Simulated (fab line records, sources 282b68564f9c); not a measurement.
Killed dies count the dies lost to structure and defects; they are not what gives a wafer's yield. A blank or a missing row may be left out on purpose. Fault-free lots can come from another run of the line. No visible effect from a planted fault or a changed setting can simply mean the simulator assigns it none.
Code-filled problem report in 8D (eight disciplines) form    flow rit cmos    the parts of the form that need people (team, actions taken, sign-off) are left out

1. THE ISSUE
PLDD_TW at RIT_PLDD_TW_MEAS_10 reads a mean of 30 on 3 wafers of 1 lot; wafers without a fault read 2345 with a standard deviation of 32. Relative to the usual mean, that is a shift of -72 standard deviations.
First seen on wafer L190.2, day 5 17:41, on film metro-03. The record holds 39 wafers of 13 lots with a number at this step. By rule, "out" or "out of limits" means more than 4 standard deviations away from the usual mean. The other wafers with a number count as sound.

2. WHAT IT IS, AND WHAT IT ISN'T
question                     is                      is not
which readings at this step  PLDD_TW                 -
which lots                   L190                    L177, L178, L179, L180, L181, L182, L183, L184, L185, L186, L198, L199
which wafers of those lots   all that have a number  -
read on which gauges         film metro-03           film metro-02, film metro-04
when                         from day 5 17:41        up to then (30 sound wafers); but 6 sound wafers of L198, L199 came after

3. SUSPECTS, AND WHAT RULES EACH OUT
Counting: a tool at any process step up to the reading remains a suspect when it ran all the lots that are out and ran no sound lot after the first of those.
- the gauge at RIT_PLDD_TW_MEAS_10: ruled out. All the wafers that are out were read on film metro-03, but those of them that RIT_NLDD_STRIP_09 has rows for are out there too, on other tools.
- plasma asher-03 at RIT_NLDD_STRIP_09 (strips in O2, time 180 s): kept. It ran the lot that is out, L190 (day 5 15:57), and no sound lot after that; its last sound lot up to then is L180 (day 3 17:58). On those wafers its own readings are out: run length s.
Left after counting: plasma asher-03 at RIT_NLDD_STRIP_09.

4. THE CAUSE (what the simulator had put in)
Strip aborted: plasma asher-03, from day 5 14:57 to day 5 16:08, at RIT_NLDD_STRIP_09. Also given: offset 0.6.
The count eliminated every tool but this one.

5. THE CHAIN OF EFFECTS, in route order
Each row: a reading whose mean over the struck wafers that have a number lies more than 3 standard deviations from the usual. Scope: only readings with a usual standard deviation given in the record; hours: median across lots of the time from each lot's start at the first step in this table that gives one to its start at this step; sigmas: change in usual standard deviations.
hours  step                 reading       usual    on struck wafers  change  sigmas
0      RIT_NLDD_STRIP_09    run length s  208.4 s  72.2              -136.2  -99 or more
2      RIT_PLDD_TW_MEAS_10  PLDD_TW       2345     30                -2315   -72
The process steps in it:
- RIT_NLDD_STRIP_09: strips in O2, time 180 s.

6. HOW IT WOULD HAVE BEEN CAUGHT EARLIER
The first out-of-limits reading at a measuring or inspecting step in this record came at day 5 17:41, 3 hours after the fault's start at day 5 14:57.
The tool's own readings at RIT_NLDD_STRIP_09 were out on every struck wafer that the step has a row for (run length s): an alarm limit on them would have fired on the first of those.
By day 5 17:41 the whole set of lots that are out, 1 in number, had already begun RIT_NLDD_STRIP_09 on plasma asher-03. None of them would have been spared by holding the tool at that moment.
